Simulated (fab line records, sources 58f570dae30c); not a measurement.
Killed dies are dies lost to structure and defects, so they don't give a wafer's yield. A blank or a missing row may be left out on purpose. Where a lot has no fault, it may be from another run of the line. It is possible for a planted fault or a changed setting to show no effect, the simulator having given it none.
Chamber matching | flow berkeleyCmos170 | 4 sister chambers for UCB170_V1_CMP_02 on cmp-02
The step polishes SiO2. 4 wafers are shown with their chamber, then 8 later ones without.

## WAFERS WITH THEIR CHAMBER
wafer  | chamber | motorCurrentA (A)
L375.5 | 3       | 18.3
L377.1 | 1       | 14.7
L377.5 | 2       | 15.8
L378.1 | 0       | 15.8

## WAFERS MISSING THEIR CHAMBER
wafer  | motorCurrentA (A)
L378.2 | 18.8
L378.4 | 16.5
L383.2 | 15.2
L383.3 | 18.7
L383.5 | 19.8
L386.1 | 15.2
L386.2 | 14.9
L386.4 | 19.3

## THE CHAMBER EACH PASSED THROUGH
wafer  | from the rows above               | in truth
L378.2 | 3                                 | 3
L378.4 | can't be placed: 0 or 2 or 1 or 3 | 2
L383.2 | can't be placed: 1 or 0 or 2      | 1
L383.3 | 3                                 | 3
L383.5 | 3                                 | 3
L386.1 | can't be placed: 1 or 0 or 2      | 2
L386.2 | can't be placed: 1 or 0 or 2      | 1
L386.4 | 3                                 | 3
Correct placement for 4 of the 8. Unplaceable from these rows: 4, with the true chamber sitting among the candidates in 4. 0 placed wrongly.
How it was worked out, from the rows above alone: a wafer's distance from a chamber is the root of the sum, over the readings, of the square of ((its reading less the chamber's mean) divided by the reading's scatter). The wafer belongs to the nearest chamber; if the next one is less than 2 further off, it can't be placed. The mean given for a chamber averages the wafers shown for that chamber. The scatter: with one shown wafer a chamber, the root of the mean of the squares of how far each hidden wafer lies from its nearest shown one.
